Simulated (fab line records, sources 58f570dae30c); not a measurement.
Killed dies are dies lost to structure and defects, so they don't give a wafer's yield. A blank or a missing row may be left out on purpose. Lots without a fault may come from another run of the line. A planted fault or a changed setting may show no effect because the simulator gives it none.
Tool commonality check | flow berkeley_cmos170 | 14 lots, 42 wafers sampled

WHY IT WAS OPENED
At UCB170_SILICIDE_RS_MEAS_02 the reading SILICIDE_TI_RS is flagged on 2 of 14 lots. Wafers without a fault read 26.20 ohm/sq, standard deviation 0.26.
Rule: a lot is flagged when every wafer of it that has a number lies more than 4 standard deviations from that mean, or none has a number. The other lots count as sound.

lot  | measured     | on            | SILICIDE_TI_RS (ohm/sq), wafer by wafer | flag
L419 | day 8 01:13  | film_metro-01 | 26.52 26.22 26.41                       |
L420 | day 8 18:52  | film_metro-02 | 26.30 26.36 26.58                       |
L421 | day 8 19:14  | film_metro-01 | 26.13 25.85 26.12                       |
L423 | day 8 19:42  | film_metro-02 | 26.38 26.35 26.30                       |
L427 | day 10 00:26 | film_metro-03 | 26.33 26.11 26.26                       |
L426 | day 10 00:39 | film_metro-01 | 26.54 26.25 26.23                       |
L424 | day 10 00:47 | film_metro-03 | 26.23 25.88 26.00                       |
L428 | day 10 11:04 | film_metro-03 | 26.15 26.00 26.07                       |
L429 | day 10 11:20 | film_metro-02 | 26.17 26.32 26.29                       |
L431 | day 10 23:16 | film_metro-03 | 26.20 25.96 26.36                       |
L437 | day 12 12:01 | film_metro-03 | 25.95 25.98 26.03                       |
L436 | day 12 12:28 | film_metro-03 | 39.97 38.89 39.31                       | FLAGGED
L439 | day 12 23:49 | film_metro-01 | 38.20 37.72 38.63                       | FLAGGED
L442 | day 13 15:10 | film_metro-03 | 25.67 26.16 25.47                       |
The numbers of the flagged lots are 38.79 ohm/sq on average: +12.59 ohm/sq against the usual, or +48 standard deviations.

WHICH TOOL RAN EACH LOT
The record holds 1 process step before the reading, out of a route of 331 steps. In each cell: the tool, then ch and the chambers that the sampled wafers went through, then the start.
lot  | flag    | UCB170_SILICIDE_SPUTTER_01
L419 |         | pvd_sputter-02, day 8 01:10
L420 |         | pvd_sputter-01, day 8 18:49
L421 |         | pvd_sputter-02, day 8 19:08
L423 |         | pvd_sputter-01, day 8 19:39
L427 |         | pvd_sputter-02, day 10 00:17
L426 |         | pvd_sputter-04, day 10 00:37
L424 |         | pvd_sputter-01, day 10 00:44
L428 |         | pvd_sputter-04, day 10 11:02
L429 |         | pvd_sputter-01, day 10 11:19
L431 |         | pvd_sputter-02, day 10 23:13
L437 |         | pvd_sputter-01, day 12 11:56
L436 | FLAGGED | pvd_sputter-04, day 12 12:25
L439 | FLAGGED | pvd_sputter-04, day 12 23:46
L442 |         | pvd_sputter-01, day 13 15:08
What these steps do:
- UCB170_SILICIDE_SPUTTER_01: material Ti, target thk 30 nm, time 25 s.
- UCB170_SILICIDE_RS_MEAS_02: measures by four-point-probe.

FLAGGED OVER TOTAL, TOOL BY TOOL (the gauges that took the reading come last)
step                       | tool           | lots run | flagged | share of the flagged lots | sound lots run after its first flagged lot
UCB170_SILICIDE_SPUTTER_01 | pvd_sputter-01 | 6        | 0       | none                      | -
UCB170_SILICIDE_SPUTTER_01 | pvd_sputter-02 | 4        | 0       | none                      | -
UCB170_SILICIDE_SPUTTER_01 | pvd_sputter-04 | 4        | 2       | all                       | 0
UCB170_SILICIDE_RS_MEAS_02 | film_metro-01  | 4        | 1       | some                      | 0
UCB170_SILICIDE_RS_MEAS_02 | film_metro-02  | 3        | 0       | none                      | -
UCB170_SILICIDE_RS_MEAS_02 | film_metro-03  | 7        | 1       | some                      | 1 (L442)

WHAT THE TABLE ALLOWS
1 row of the table ran every flagged lot: pvd_sputter-04 at UCB170_SILICIDE_SPUTTER_01.
- pvd_sputter-04 at UCB170_SILICIDE_SPUTTER_01: 2 of its 4 lots flagged. Its last sound lot is L428 (day 10 11:02), its first flagged lot L436 (day 12 12:25): a fault that began between those two fits.
One tool is left: pvd_sputter-04 at UCB170_SILICIDE_SPUTTER_01.

WHAT THE SIMULATOR HAD PUT IN
Process parameter drift: pvd_sputter-04, from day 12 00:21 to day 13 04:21, at UCB170_SILICIDE_SPUTTER_01. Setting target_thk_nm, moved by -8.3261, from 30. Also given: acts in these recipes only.
Lots struck among those shown: L436, L439. The rule above found the same.
